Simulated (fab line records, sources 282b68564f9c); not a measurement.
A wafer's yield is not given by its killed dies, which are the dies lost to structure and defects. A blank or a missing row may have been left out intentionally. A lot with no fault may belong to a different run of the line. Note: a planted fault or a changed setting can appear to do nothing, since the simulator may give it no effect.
The tool behind it: which one? + flow rit_cmos + 7 lots with 21 wafers sampled at 2 steps, on a route of 202 steps

WHAT THE GAUGES SHOWED, per wafer
RIT_PRETRO_TW_MEAS_10.
| lot  | measured    | on            | PRETRO_TW   |
|------|-------------|---------------|-------------|
| L324 | day 2 22:08 | film_metro-04 | 475 473 472 |
| L328 | day 3 21:36 | film_metro-02 | 478 475 477 |
| L330 | day 4 12:38 | film_metro-04 | 474 471 473 |
| L338 | day 6 03:16 | film_metro-03 | 481 481 479 |
| L340 | day 6 04:58 | film_metro-03 | 479 480 477 |
| L344 | day 6 19:17 | film_metro-04 | 394 394 394 |
| L346 | day 7 08:05 | film_metro-04 | 474 474 472 |

WHAT TOOL EACH LOT RAN ON (gives the tool, then ch and the chambers of the sampled wafers, and finally the start)
| lot  | RIT_PRETRO_IMPLANT_08          |
|------|--------------------------------|
| L324 | implanter-03 ch 0, day 2 21:50 |
| L328 | implanter-03 ch 0, day 3 21:19 |
| L330 | implanter-03 ch 0, day 4 12:19 |
| L338 | implanter-03 ch 0, day 6 02:58 |
| L340 | implanter-03 ch 0, day 6 04:39 |
| L344 | implanter-02 ch 0, day 6 18:58 |
| L346 | implanter-01 ch 0, day 7 07:46 |
- RIT_PRETRO_IMPLANT_08

THE ANSWER, worked out from the rows above alone
Rule: the usual values come from the lots themselves. The widest of any qualifying gaps counts: lots, ordered by their means at a reading, are off when they make up no more than a third of the lots, leave a main group of 4 or more, and stand apart from it by 3 or more times the standard deviation of that group's means. Not used: any main group whose means are identical at the precision the tables above print for the reading. Also off: a lot with no number at a reading for which 4 or more lots have one. Any other lot the step has rows for is counted as sound.
Off: at RIT_PRETRO_TW_MEAS_10 (PRETRO_TW), L344. For the main group the mean is 476 and the standard deviation 2.9.
If a tool, at a process step before that reading, ran all the lots that are off and no sound lot after the first of them, it fits. Those tools and the gauges at RIT_PRETRO_TW_MEAS_10 are tried in the same way. One fits: implanter-02 at RIT_PRETRO_IMPLANT_08. It ran no sound lot before its first lot that is off in this sample, so the start can't be narrowed down.

WHAT WAS PUT IN BY THE SIMULATOR
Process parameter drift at RIT_PRETRO_IMPLANT_08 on implanter-02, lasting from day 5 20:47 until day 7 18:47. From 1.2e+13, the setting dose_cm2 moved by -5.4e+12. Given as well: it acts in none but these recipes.
Shown lots that were struck: L344. The same result came from the rule above.
